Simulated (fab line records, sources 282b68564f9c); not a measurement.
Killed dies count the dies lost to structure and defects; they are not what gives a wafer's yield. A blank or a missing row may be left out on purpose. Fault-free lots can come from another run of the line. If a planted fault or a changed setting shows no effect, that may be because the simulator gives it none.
fab line records | flow ritCmos
record lots=7 | wafers=21 | lastDay=7
route steps=202 shown NSD@138 PSD@142 SDANNEAL@153 M1@202
lots untouched by any fault: they come from a run of this same line in which no faults occurred
startH: the number of hours between the record's first day and the start of the first shown wafer of the lot | waitH: how many hours have passed since the lot's step before this one | " same as the row above | L1.1+2: several wafers, shown together as one row | - no value, or no start given | * or withheld: withheld | < > ~ a bound
route shown NAME@n: NAME is a module with steps in the file, n the number in the route of the first one | usual: mean/standard deviation taken from wafers without a fault | same: alike in all rows | chamber/n: place in a boat | sites: per-site readings | _std_site: standard deviation across them | _edge_site: the outer-site mean with the inner-site mean subtracted | radiusMm: how far each site lies from the wafer's centre | mask NAME#n: copy n | behind: the most recent tool/chamber to have shaped the wafer | hold: what put the lot on hold/how long, in hours/how the hold closed | device: which transistor (n, p or np) failed to switch | end of line: the route-end tests of the same wafers | a step with no rows: only its recipe | killed: the dies lost at the first sort to structure and to defects; this is not the yield of the wafer | map: dies across one wafer; x = killed, . = not, _ = none there
set.NAME: the setting that was run; set.NAME@STEP: the one run at that earlier step | model.NAME: the simulator's own value behind a step, which no gauge read
lots seen at some steps along the route; tables by step, rows by wafer
services: the hour from which a tool's chamber was out of use, counted from the record's first day as startH (under 0 if before that day), plus the number of hours and why
## steps
# step RIT_NSD_HARDBAKE_07
# recipe resist=NOVOLAK | tempC=140 | timeS=60
# step RIT_NSD_IMPLANT_08
# recipe species=P | energyKev=25 | doseCm2=1e+15 | tiltDeg=7
# step RIT_NSD_STRIP_09
# recipe chemistry=O2 | timeS=180 | resist=NOVOLAK | platenTempC=withheld | powerW=500 | pressureMtorr=4000 | o2FlowSccm=4000
# usual drypumpMotorCurrentA=5.9/0.48
lot.wafer | tool           | chamber | startH | waitH | drypumpMotorCurrentA | rfHoursCounterH
L283.2    | plasmaAsher-04 | 0       | 99.56  | 0.1   | 6.0                  | 49
L283.4    | "              | 0       | "      | "     | 6.0                  | -
L283.5    | "              | 0       | "      | "     | 6.0                  | -
L285.3    | plasmaAsher-04 | 1       | 105.96 | 0.1   | 6.0                  | -
L285.4    | "              | 0       | "      | "     | 6.0                  | -
L285.6    | "              | 0       | "      | "     | 6.0                  | -
L286.2    | plasmaAsher-03 | 1       | 112.46 | 0.1   | 5.1                  | 33
L286.3    | "              | 1       | "      | "     | 5.1                  | -
L286.6    | "              | 0       | "      | "     | 5.2                  | -
L287.2    | plasmaAsher-03 | 1       | 114.80 | 0.1   | 5.1                  | 33
L287.5    | "              | 1       | "      | "     | 5.1                  | -
L287.6    | "              | 0       | "      | "     | 5.2                  | -
L290.2    | plasmaAsher-04 | 1       | 131.03 | 0.1   | 5.9                  | 2
L290.3    | "              | 1       | "      | "     | 6.0                  | -
L290.4    | "              | 0       | "      | "     | 6.0                  | -
L296.1    | plasmaAsher-04 | 0       | 158.12 | 0.1   | 6.0                  | 5
L296.3    | "              | 0       | "      | "     | 6.0                  | -
L296.4    | "              | 1       | "      | "     | 5.9                  | -
L298.2    | plasmaAsher-04 | 0       | 168.41 | 0.1   | 6.0                  | 6
L298.3    | "              | 0       | "      | "     | 6.0                  | -
L298.4    | "              | 1       | "      | "     | 6.0                  | -
# step RIT_NSD_TW_MEAS_10
# usual NSD_TW=3124/31
lot.wafer | tool         | chamber | startH | waitH | NSD_TW
L283.2    | filmMetro-02 | -       | 99.74  | 0.1   | 3131
L283.4    | "            | -       | "      | "     | 3139
L283.5    | "            | -       | "      | "     | 3142
L285.3    | filmMetro-03 | -       | 106.10 | 0.1   | 3173
L285.4    | "            | -       | "      | "     | 3153
L285.6    | "            | -       | "      | "     | 3152
L286.2    | filmMetro-03 | -       | 112.64 | 0.1   | 3156
L286.3    | "            | -       | "      | "     | 3160
L286.6    | "            | -       | "      | "     | 3168
L287.2    | filmMetro-02 | -       | 114.99 | 0.1   | 3127
L287.5    | "            | -       | "      | "     | 3123
L287.6    | "            | -       | "      | "     | 3118
L290.2    | filmMetro-03 | -       | 131.22 | 0.1   | 3159
L290.3    | "            | -       | "      | "     | 3160
L290.4    | "            | -       | "      | "     | 3152
L296.1    | filmMetro-04 | -       | 158.29 | 0.1   | 3060
L296.3    | "            | -       | "      | "     | 3075
L296.4    | "            | -       | "      | "     | 3064
L298.2    | filmMetro-02 | -       | 168.60 | 0.1   | 3131
L298.3    | "            | -       | "      | "     | 3117
L298.4    | "            | -       | "      | "     | 3119
# step RIT_PSD_HMDS_00
# recipe primeTimeS=60 | primeTempC=140
# step RIT_PSD_COAT_01
# recipe resist=NOVOLAK | spinRpm=3250 | resistThkNm=1000
# step RIT_PSD_SOFTBAKE_02
# recipe resist=NOVOLAK | tempC=90 | timeS=60
# step RIT_PSD_EXPOSE_03
# recipe maskId=M10 | na=0.57 | targetCdNm=40900 | doseMj=250
# step RIT_PSD_PEB_04
# recipe resist=NOVOLAK | tempC=withheld | timeS=withheld
# step RIT_PSD_DEVELOP_05
# recipe resist=NOVOLAK | developTimeS=50 | devTempC=23
# step RIT_PSD_OVL_MEAS_06
# usual PSD_OVL=0.7/1.2
lot.wafer | tool       | chamber | startH | waitH | PSD_OVL[nm]
L283.2    | overlay-02 | -       | 100.77 | -     | 3.4
L283.4    | "          | -       | "      | "     | 1.4
L283.5    | "          | -       | "      | "     | 1.4
L285.3    | overlay-02 | -       | 107.00 | -     | 1.5
L285.4    | "          | -       | "      | "     | 0.9
L285.6    | "          | -       | "      | "     | 1.8
L286.2    | overlay-01 | -       | 113.64 | -     | -1.1
L286.3    | "          | -       | "      | "     | 0.0
L286.6    | "          | -       | "      | "     | 0.4
L287.2    | overlay-02 | -       | 115.89 | -     | 0.0
L287.5    | "          | -       | "      | "     | 1.8
L287.6    | "          | -       | "      | "     | 0.7
L290.2    | overlay-01 | -       | 132.12 | -     | 1.1
L290.3    | "          | -       | "      | "     | 0.2
L290.4    | "          | -       | "      | "     | 2.3
L296.1    | overlay-02 | -       | 159.33 | -     | -0.1
L296.3    | "          | -       | "      | "     | 0.7
L296.4    | "          | -       | "      | "     | 1.0
L298.2    | overlay-02 | -       | 169.50 | -     | 1.8
L298.3    | "          | -       | "      | "     | -0.4
L298.4    | "          | -       | "      | "     | 0.1
# step RIT_PSD_HARDBAKE_07
# recipe resist=NOVOLAK | tempC=140 | timeS=60
# step RIT_PSD_IMPLANT_08
# recipe species=BF2 | energyKev=27 | doseCm2=5e+15 | tiltDeg=7
# usual beamEnergyKeV=27.000/0.0091
lot.wafer | tool         | chamber | startH | waitH | beamEnergyKeV | model.implant.rpNm | model.implant.drpNm
L283.2    | implanter-03 | 0       | 100.98 | 0.1   | 26.998        | 21.52              | 12.05
L283.4    | "            | 0       | "      | "     | 26.998        | 21.52              | 12.05
L283.5    | "            | 0       | "      | "     | 27.007        | 21.52              | 12.05
L285.3    | implanter-03 | 0       | 107.22 | 0.1   | 32.934        | 25.33              | 13.85
L285.4    | "            | 0       | "      | "     | 32.939        | 25.33              | 13.85
L285.6    | "            | 0       | "      | "     | 32.929        | 25.33              | 13.85
L286.2    | implanter-03 | 0       | 113.84 | 0.1   | 32.951        | 25.77              | 13.85
L286.3    | "            | 0       | "      | "     | 32.938        | 25.77              | 13.85
L286.6    | "            | 0       | "      | "     | 32.945        | 25.77              | 13.85
L287.2    | implanter-03 | 0       | 116.10 | 0.1   | 32.941        | 26.03              | 13.85
L287.5    | "            | 0       | "      | "     | 32.935        | 26.03              | 13.85
L287.6    | "            | 0       | "      | "     | 32.942        | 26.03              | 13.85
L290.2    | implanter-01 | 0       | 132.33 | 0.1   | 27.016        | 22.03              | 12.05
L290.3    | "            | 0       | "      | "     | 27.010        | 22.03              | 12.05
L290.4    | "            | 0       | "      | "     | 27.020        | 22.03              | 12.05
L296.1    | implanter-01 | 0       | 159.51 | 0.1   | 26.995        | 21.99              | 12.05
L296.3    | "            | 0       | "      | "     | 27.004        | 21.99              | 12.05
L296.4    | "            | 0       | "      | "     | 27.015        | 21.99              | 12.05
L298.2    | implanter-02 | 0       | 169.71 | 0.1   | 26.996        | 21.18              | 12.05
L298.3    | "            | 0       | "      | "     | 26.999        | 21.18              | 12.05
L298.4    | "            | 0       | "      | "     | 27.003        | 21.18              | 12.05
# step RIT_PSD_STRIP_09
# recipe chemistry=O2 | timeS=180 | resist=NOVOLAK | platenTempC=withheld | powerW=500 | pressureMtorr=4000 | o2FlowSccm=4000
# usual drypumpMotorCurrentA=6.13/0.26
lot.wafer | tool           | chamber | startH | waitH | drypumpMotorCurrentA | rfHoursCounterH
L283.2    | plasmaAsher-04 | 0       | 101.10 | 0.1   | 6.01                 | 49
L283.4    | "              | 1       | "      | "     | 5.96                 | -
L283.5    | "              | 1       | "      | "     | 5.97                 | -
L285.3    | plasmaAsher-04 | 0       | 107.38 | 0.1   | 6.03                 | -
L285.4    | "              | 1       | "      | "     | 5.98                 | -
L285.6    | "              | 1       | "      | "     | 5.97                 | -
L286.2    | plasmaAsher-02 | 1       | 113.97 | 0.1   | 6.39                 | 48
L286.3    | "              | 1       | "      | "     | 6.38                 | -
L286.6    | "              | 1       | "      | "     | 6.40                 | -
L287.2    | plasmaAsher-02 | 0       | 116.22 | 0.1   | 6.45                 | 48
L287.5    | "              | 1       | "      | "     | 6.37                 | -
L287.6    | "              | 0       | "      | "     | 6.48                 | -
L290.2    | plasmaAsher-02 | 1       | 132.45 | 0.1   | 6.40                 | 50
L290.3    | "              | 0       | "      | "     | 6.43                 | -
L290.4    | "              | 1       | "      | "     | 6.41                 | -
L296.1    | plasmaAsher-04 | 0       | 159.66 | 0.1   | 6.02                 | 5
L296.3    | "              | 1       | "      | "     | 5.98                 | -
L296.4    | "              | 0       | "      | "     | 6.01                 | -
L298.2    | plasmaAsher-02 | 0       | 169.83 | 0.1   | 6.46                 | 54
L298.3    | "              | 0       | "      | "     | 6.46                 | -
L298.4    | "              | 1       | "      | "     | 6.39                 | -
# step RIT_PSD_TW_MEAS_10
# usual PSD_TW=3429/31
lot.wafer | tool         | chamber | startH | waitH | PSD_TW
L283.2    | filmMetro-04 | -       | 101.29 | 0.1   | 3392
L283.4    | "            | -       | "      | "     | 3392
L283.5    | "            | -       | "      | "     | 3388
L285.3    | filmMetro-04 | -       | 107.52 | 0.1   | 3560
L285.4    | "            | -       | "      | "     | 3555
L285.6    | "            | -       | "      | "     | 3585
L286.2    | filmMetro-02 | -       | 114.15 | 0.1   | 3626
L286.3    | "            | -       | "      | "     | 3616
L286.6    | "            | -       | "      | "     | 3638
L287.2    | filmMetro-03 | -       | 116.41 | 0.1   | 3620
L287.5    | "            | -       | "      | "     | 3643
L287.6    | "            | -       | "      | "     | 3646
L290.2    | filmMetro-04 | -       | 132.64 | 0.1   | 3389
L290.3    | "            | -       | "      | "     | 3401
L290.4    | "            | -       | "      | "     | 3407
L296.1    | filmMetro-04 | -       | 159.84 | 0.1   | 3371
L296.3    | "            | -       | "      | "     | 3396
L296.4    | "            | -       | "      | "     | 3393
L298.2    | filmMetro-03 | -       | 170.02 | 0.1   | 3434
L298.3    | "            | -       | "      | "     | 3449
L298.4    | "            | -       | "      | "     | 3445
# step RIT_SDANNEAL_CLEAN_00
# recipe chemistry=SC1 | mix=3:3:50 | timeS=600 | tempC=75
# step RIT_SDANNEAL_CLEAN_01
# recipe chemistry=dHF | dilution=50:1 | timeS=30.43
# step RIT_SDANNEAL_CLEAN_02
# recipe chemistry=SC2 | mix=3:3:50 | timeS=600 | tempC=75 | dry=n2Spin
# step RIT_SDANNEAL_RTA_03
# recipe tempC=1050 | timeS=5 | idleTempC=600 | rampUpCPerS=342 | rampDownCPerS=171 | coolToC=600 | ambient=N2
# usual wafer_temp_C_max=1053.5/1.1
lot.wafer | tool         | chamber | startH | waitH | wafer_temp_C_max
L283.2    | rtpAnneal-02 | 0       | 101.74 | 0.0   | 1052.2
L283.4    | "            | 0       | "      | "     | 1052.5
L283.5    | "            | 0       | "      | "     | 1053.3
L285.3    | rtpAnneal-01 | 0       | 107.95 | 0.0   | 1053.9
L285.4    | "            | 0       | "      | "     | 1052.6
L285.6    | "            | 0       | "      | "     | 1055.9
L286.2    | rtpAnneal-02 | 0       | 114.59 | 0.0   | 1053.0
L286.3    | "            | 0       | "      | "     | 1053.1
L286.6    | "            | 0       | "      | "     | 1052.1
L287.2    | rtpAnneal-01 | 0       | 116.84 | 0.0   | 1052.8
L287.5    | "            | 0       | "      | "     | 1054.1
L287.6    | "            | 0       | "      | "     | 1051.1
L290.2    | rtpAnneal-02 | 0       | 133.07 | 0.0   | 1053.2
L290.3    | "            | 0       | "      | "     | 1053.9
L290.4    | "            | 0       | "      | "     | 1052.5
L296.1    | rtpAnneal-02 | 0       | 160.28 | 0.0   | 1054.3
L296.3    | "            | 0       | "      | "     | 1055.9
L296.4    | "            | 0       | "      | "     | 1054.6
L298.2    | rtpAnneal-02 | 0       | 170.67 | 0.0   | 1052.9
L298.3    | "            | 0       | "      | "     | 1052.0
L298.4    | "            | 0       | "      | "     | 1054.9
# step RIT_SDANNEAL_RS_MEAS_04
# recipe thkMeasGauge=four-point-probe
# usual PSD_RS=115.78/0.28
lot.wafer | tool         | chamber | startH | waitH | PSD_RS[ohm/sq]
L283.2    | filmMetro-03 | -       | 101.81 | 0.1   | 116.23
L283.4    | "            | -       | "      | "     | 115.49
L283.5    | "            | -       | "      | "     | 115.70
L285.3    | filmMetro-03 | -       | 108.02 | 0.1   | 103.94
L285.4    | "            | -       | "      | "     | 104.10
L285.6    | "            | -       | "      | "     | 103.95
L286.2    | filmMetro-04 | -       | 114.66 | 0.1   | 104.17
L286.3    | "            | -       | "      | "     | 104.21
L286.6    | "            | -       | "      | "     | 104.26
L287.2    | filmMetro-02 | -       | 116.91 | 0.1   | 103.65
L287.5    | "            | -       | "      | "     | 103.68
L287.6    | "            | -       | "      | "     | 103.57
L290.2    | filmMetro-02 | -       | 133.14 | 0.1   | 115.58
L290.3    | "            | -       | "      | "     | 115.72
L290.4    | "            | -       | "      | "     | 116.00
L296.1    | filmMetro-02 | -       | 160.40 | 0.1   | 115.67
L296.3    | "            | -       | "      | "     | 115.75
L296.4    | "            | -       | "      | "     | 115.64
L298.2    | filmMetro-03 | -       | 170.74 | 0.1   | 116.00
L298.3    | "            | -       | "      | "     | 115.96
L298.4    | "            | -       | "      | "     | 115.62
# step RIT_SDANNEAL_RS_MEAS_05
# recipe thkMeasGauge=four-point-probe
# usual NSD_RS=84.42/0.23
lot.wafer | tool         | chamber | startH | waitH | NSD_RS[ohm/sq]
L283.2    | filmMetro-03 | -       | 101.93 | 0.1   | 84.49
L283.4    | "            | -       | "      | "     | 84.41
L283.5    | "            | -       | "      | "     | 84.46
L285.3    | filmMetro-03 | -       | 108.14 | 0.1   | 84.45
L285.4    | "            | -       | "      | "     | 84.50
L285.6    | "            | -       | "      | "     | 84.53
L286.2    | filmMetro-04 | -       | 114.78 | 0.1   | 84.15
L286.3    | "            | -       | "      | "     | 84.49
L286.6    | "            | -       | "      | "     | 84.56
L287.2    | filmMetro-02 | -       | 117.03 | 0.1   | 84.34
L287.5    | "            | -       | "      | "     | 84.56
L287.6    | "            | -       | "      | "     | 84.33
L290.2    | filmMetro-02 | -       | 133.26 | 0.1   | 84.44
L290.3    | "            | -       | "      | "     | 84.45
L290.4    | "            | -       | "      | "     | 84.55
L296.1    | filmMetro-02 | -       | 160.52 | 0.1   | 84.26
L296.3    | "            | -       | "      | "     | 84.81
L296.4    | "            | -       | "      | "     | 84.28
L298.2    | filmMetro-03 | -       | 170.86 | 0.1   | 84.26
L298.3    | "            | -       | "      | "     | 84.76
L298.4    | "            | -       | "      | "     | 84.36
# step RIT_M1_PROBE_99
# usual killedAtContacts=0.1/0.23 | killedAtFrontEnd=6.6/2.8 | killedDies=6.6/2.8 | killedOpen=3.3/2 | killedShort=3.2/1.7
# same grossDies=264 | killed_at_M0_to_M3=0 | killed_at_M4_up=0 | killedAtBackSide=0 | killedAtOther=0
lot.wafer | tool      | chamber | startH | waitH | killedAtContacts | killedAtFrontEnd | killedDies | killedOpen | killedShort | model.etest.contactPplus.endOhmUm | model.etest.diodePplusNwell.bvV | model.etest.vpnp.gain | model.etest.diodePplusNwell.cjFfUm2 | model.etest.diodePplusComb.cjFfUm2
L283.2    | prober-01 | -       | 109.23 | 0.1   | 0                | 5                | 5          | 1          | 4           | 45.2                              | 6.514                           | 0.9956                | 1.734                               | 2.016
L283.4    | prober-01 | -       | 109.33 | 0.2   | 0                | 5                | 5          | 1          | 4           | 46.43                             | 6.537                           | 1.009                 | 1.732                               | 2.03
L283.5    | prober-01 | -       | 109.38 | 0.2   | 0                | 4                | 4          | 2          | 2           | 45.84                             | 6.503                           | 1.01                  | 1.717                               | 2.016
L285.3    | prober-02 | -       | 115.47 | 0.2   | 0                | 8                | 8          | 4          | 4           | 39.57                             | 6.894                           | 1.22                  | 1.614                               | 1.955
L285.4    | prober-02 | -       | 115.52 | 0.2   | 0                | 9                | 9          | 6          | 3           | 40.22                             | 6.864                           | 1.212                 | 1.614                               | 1.932
L285.6    | prober-02 | -       | 115.62 | 0.2   | 0                | 10               | 10         | 5          | 5           | 39.58                             | 6.819                           | 1.185                 | 1.628                               | 1.946
L286.2    | prober-01 | -       | 122.08 | 0.1   | 0                | 3                | 3          | 0          | 3           | 39.68                             | 6.877                           | 1.21                  | 1.595                               | 1.899
L286.3    | prober-01 | -       | 122.13 | 0.2   | 0                | 7                | 7          | 5          | 2           | 38.88                             | 6.822                           | 1.192                 | 1.613                               | 1.915
L286.6    | prober-01 | -       | 122.28 | 0.2   | 0                | 5                | 5          | 3          | 2           | 39.4                              | 6.874                           | 1.212                 | 1.597                               | 1.912
L287.2    | prober-02 | -       | 124.69 | 0.1   | 0                | 8                | 8          | 3          | 5           | 39.74                             | 6.854                           | 1.234                 | 1.613                               | 1.91
L287.5    | prober-02 | -       | 124.84 | 0.2   | 0                | 11               | 11         | 8          | 3           | 37.87                             | 6.898                           | 1.263                 | 1.592                               | 1.908
L287.6    | prober-02 | -       | 124.89 | 0.2   | 0                | 2                | 2          | 1          | 1           | 39.5                              | 6.826                           | 1.223                 | 1.615                               | 1.901
L290.2    | prober-01 | -       | 140.75 | 0.1   | 0                | 3                | 3          | 1          | 2           | 44.5                              | 6.679                           | 1.05                  | 1.673                               | 2
L290.3    | prober-01 | -       | 140.80 | 0.2   | 0                | 5                | 5          | 3          | 2           | 43.76                             | 6.513                           | 1.03                  | 1.709                               | 2.009
L290.4    | prober-01 | -       | 140.85 | 0.2   | 0                | 4                | 4          | 2          | 1           | 44.53                             | 6.615                           | 1.031                 | 1.693                               | 1.984
L296.1    | prober-01 | -       | 168.12 | 0.1   | 0                | 9                | 9          | 5          | 4           | 44.8                              | 6.689                           | 1.052                 | 1.661                               | 1.986
L296.3    | prober-01 | -       | 168.22 | 0.2   | 0                | 1                | 1          | 1          | 0           | 45.36                             | 6.676                           | 1.049                 | 1.671                               | 1.995
L296.4    | prober-01 | -       | 168.27 | 0.2   | 0                | 3                | 3          | 3          | 0           | 44.73                             | 6.586                           | 1.043                 | 1.689                               | 2
L298.2    | prober-01 | -       | 178.27 | 0.1   | 0                | 6                | 6          | 3          | 3           | 44.94                             | 6.544                           | 1.021                 | 1.734                               | 2.041
L298.3    | prober-01 | -       | 178.32 | 0.2   | 1                | 7                | 8          | 2          | 6           | 45.66                             | 6.514                           | 1.028                 | 1.73                                | 2.045
L298.4    | prober-01 | -       | 178.37 | 0.2   | 0                | 5                | 5          | 2          | 3           | 45.48                             | 6.43                            | 1.008                 | 1.744                               | 2.033
# killed by level:class
L283.2 FOX2:geometricParticle:short=2 GATE:geometricParticle:short=1 GATE:geometricParticle:open=1 SPACER:geometricParticle:short=1
L283.4 SPACER:geometricParticle:short=2 FOX1:geometricParticle:short=1 GATE:geometricParticle:open=1 REOX:geometricParticle:short=1
L283.5 FOX2:geometricParticle:open=1 GATE:geometricParticle:open=1 REOX:geometricParticle:short=1 SILICIDE:geometricParticle:short=1
L285.3 GATE:geometricParticle:open=2 GATE:geometricParticle:short=2 REOX:geometricParticle:short=2 FOX2:geometricParticle:open=1 SILICIDE:geometricParticle:open=1
L285.4 FOX1:geometricParticle:open=3 GATE:geometricParticle:open=2 FOX1:geometricParticle:short=1 GATE:geometricParticle:short=1 REOX:geometricParticle:open=1 SILICIDE:geometricParticle:short=1
L285.6 GATE:geometricParticle:open=3 GATE:geometricParticle:short=2 SPACER:geometricParticle:short=2 FOX1:geometricParticle:short=1 FOX2:geometricParticle:open=1 SPACER:geometricParticle:open=1
L286.2 GATE:geometricParticle:short=2 REOX:geometricParticle:short=1
L286.3 SPACER:geometricParticle:open=2 ACTIVE:geometricParticle:short=1 FOX1:geometricParticle:open=1 GATE:geometricParticle:open=1 GATE:geometricParticle:short=1 REOX:geometricParticle:open=1
L286.6 GATE:geometricParticle:open=2 FOX2:geometricParticle:short=1 SPACER:geometricParticle:open=1 SPACER:geometricParticle:short=1
L287.2 GATE:geometricParticle:open=2 FOX1:geometricParticle:short=1 FOX2:geometricParticle:short=1 GATE:geometricParticle:short=1 REOX:geometricParticle:open=1 SPACER:geometricParticle:short=1 SILICIDE:geometricParticle:short=1
L287.5 GATE:geometricParticle:open=3 REOX:geometricParticle:open=3 SILICIDE:geometricParticle:short=2 FOX1:geometricParticle:open=1 GATE:geometricParticle:short=1 SILICIDE:geometricParticle:open=1
L287.6 GATE:geometricParticle:open=1 REOX:geometricParticle:short=1
L290.2 SILICIDE:geometricParticle:short=2 GATE:geometricParticle:open=1
L290.3 GATE:geometricParticle:short=2 REOX:geometricParticle:open=2 GATE:geometricParticle:open=1
L290.4 GATE:geometricParticle:open=1 GATE:geometricParticle:short=1 SPACER:geometricParticle:open=1 NWELL:coatMicrobubblePrinted=1
L296.1 FOX2:geometricParticle:short=2 FOX2:geometricParticle:open=2 GATE:geometricParticle:open=2 GATE:geometricParticle:short=1 REOX:geometricParticle:open=1 SPACER:geometricParticle:short=1
L296.3 GATE:geometricParticle:open=1
L296.4 GATE:geometricParticle:open=2 SPACER:geometricParticle:open=1
L298.2 GATE:geometricParticle:short=2 FOX1:geometricParticle:open=1 FOX2:geometricParticle:short=1 REOX:geometricParticle:open=1 SILICIDE:geometricParticle:open=1
L298.3 GATE:geometricParticle:open=2 SILICIDE:geometricParticle:short=2 FOX1:geometricParticle:short=1 FOX2:geometricParticle:short=1 GATE:geometricParticle:short=1 CONTACT:geometricParticle:short=1
L298.4 GATE:geometricParticle:short=3 GATE:geometricParticle:open=1 REOX:geometricParticle:open=1
## services
tool           | chamber | startH | hours | kind
implanter-03   | -       | 84.67  | 9.6   | repair
implanter-02   | -       | 92.01  | 0.8   | repair
implanter-01   | -       | 99.56  | 3.5   | repair
plasmaAsher-04 | -       | 108.75 | 9.0   | pm
plasmaAsher-04 | 0       | 108.75 | 9.0   | ventCycle
plasmaAsher-04 | 1       | 108.75 | 9.0   | ventCycle
plasmaAsher-04 | 0       | 117.75 | -     | clean
plasmaAsher-04 | 1       | 117.75 | -     | clean
implanter-01   | -       | 120.18 | 1.3   | repair
plasmaAsher-02 | -       | 121.22 | 0.5   | repair
implanter-03   | -       | 132.72 | 8.4   | repair
implanter-01   | -       | 154.90 | 3.3   | pm
implanter-03   | -       | 157.67 | 4.2   | pm
## key
firstSign step=RIT_PSD_IMPLANT_08 | reading=beamEnergyKeV | direction=up | sigmas=99+ | usual=27.000 | struck=32.939
effect step=RIT_PSD_TW_MEAS_10 | reading=PSD_TW | direction=up | sigmas=5.7 | usual=3429 | struck=3610
effect step=RIT_SDANNEAL_RS_MEAS_04 | reading=PSD_RS | direction=down | sigmas=43 | usual=115.78 | struck=103.95
modelEffect step=RIT_PSD_IMPLANT_08 | value=implant.rpNm | without=21.9 | struck=25.71
modelEffect step=RIT_M1_PROBE_99 | value=etest.contactPplus.endOhmUm | without=44.44 | struck=39.38
metAt RIT_PSD_IMPLANT_08
struckWafers L285.3,L285.4,L285.6,L286.2,L286.3,L286.6,L287.2,L287.5,L287.6
testerLeftOut L285,L286,L287
onsetBetween 100.98 107.22
fault kind=processParameterDrift | tool=implanter-03 | chamber=- | onsetH=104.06 | steps=RIT_PSD_IMPLANT_08 | channel=energyKev | offset=5.94 | shape=step | endH=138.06 | actsIn=theseRecipesOnly | stated=27
# testerLeftOut: of these lots the tester's yield and bins aren't shown, on N5 and GAA mostly nor the transistor test; their killed dies are dies lost to structure and defects alone, not to doping, threshold or leakage, so they don't give the yield
